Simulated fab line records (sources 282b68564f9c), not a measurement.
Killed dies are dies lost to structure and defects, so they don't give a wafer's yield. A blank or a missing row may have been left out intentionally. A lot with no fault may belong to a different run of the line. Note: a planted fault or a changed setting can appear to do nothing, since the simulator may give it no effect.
Which tool is to blame? | flow rit_cmos | route of 202 steps, sampled at 1 step: 14 lots, 40 wafers

== WHAT EACH GAUGE READ, for each wafer ==
No reading from a measuring or inspecting step in the record can be judged against a usual standard deviation.

== TOOL THAT RAN EACH LOT (tool first, then ch and the chambers of the sampled wafers, then the start) ==
lot  | RIT_SILICIDE_RTA_06
L475 | rtp_anneal-01 ch 0, day 3 05:21
L476 | rtp_anneal-02 ch 0, day 3 12:19
L477 | rtp_anneal-01 ch 0, day 3 17:58
L478 | rtp_anneal-02 ch 0, day 3 20:17
L479 | rtp_anneal-01 ch 0, day 4 00:58
L480 | rtp_anneal-02 ch 0, day 4 07:52
L481 | rtp_anneal-01 ch 0, day 4 11:44
L482 | rtp_anneal-02 ch 0, day 4 22:18
L484 | rtp_anneal-02 ch 0, day 5 08:29
L485 | rtp_anneal-02 ch 0, day 5 08:41
L487 | rtp_anneal-02 ch 0, day 6 11:28
L488 | rtp_anneal-01 ch 0, day 6 19:58
L496 | rtp_anneal-01 ch 0, day 7 23:14
L497 | rtp_anneal-01 ch 0, day 8 05:01
- RIT_SILICIDE_RTA_06: time 10 s, ramp up 5 s, ramp down 10 s.

== AS READ BY THE TOOLS THEMSELVES (means over the sampled wafers that have a number; for cases with no such wafer, the mark the record gives instead) ==
RIT_SILICIDE_RTA_06. Usual: 753.3 for wafer_temp_C_max, sd 0.78.
lot  | tool          | wafer_temp_C_max | flag
L475 | rtp_anneal-01 | 753.9            |
L476 | rtp_anneal-02 | 752.6            |
L477 | rtp_anneal-01 | 753.6            |
L478 | rtp_anneal-02 | 752.5            |
L479 | rtp_anneal-01 | 753.7            |
L480 | rtp_anneal-02 | 752.9            |
L481 | rtp_anneal-01 | 754.0            |
L482 | rtp_anneal-02 | 752.7            |
L484 | rtp_anneal-02 | 750.0            | OFF
L485 | rtp_anneal-02 | 749.3            | OFF
L487 | rtp_anneal-02 | 749.2            | OFF
L488 | rtp_anneal-01 | 753.9            |
L496 | rtp_anneal-01 | 753.7            |
L497 | rtp_anneal-01 | 753.6            |

== THE ANSWER, worked out from the rows above alone ==
Rule: a lot is off if the mean of its wafers that have a number lies more than 3 standard deviations from the usual mean. Also off: a lot with no number at a reading for which 4 or more lots have one. Where the step has rows for the other lots, those lots are counted as sound. After the gauges, taken in route order, come the tools' own readings; for these a lot's mean is taken, as printed above. The first step at which some lot is off is used, and at that step the reading that is off furthest; a lot without a number counts as furthest.
Off: L484, L485, L487 (RIT_SILICIDE_RTA_06, wafer_temp_C_max).
A tool fits if, at that step or a process step before it, it ran every lot that is off, and no sound lot after the first of them. One candidate fits, namely rtp_anneal-02 at RIT_SILICIDE_RTA_06. A fault onset in the window from L482 (day 4 22:18, its last sound lot) to L484 (day 5 08:29, its first lot off) fits.
The tool's own readings at RIT_SILICIDE_RTA_06 bear it out: on the lots that are off they differ by more than 5 times the standard deviation of the sound lots' means. wafer_temp_C_max reads 749.5 there against 753.4 on the sound lots.

== WHAT WAS PUT IN BY THE SIMULATOR ==
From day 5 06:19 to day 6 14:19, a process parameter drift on rtp_anneal-02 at RIT_SILICIDE_RTA_06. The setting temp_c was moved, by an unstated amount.
Shown lots that were struck: L484, L485, L487. The rule given above showed the same thing.
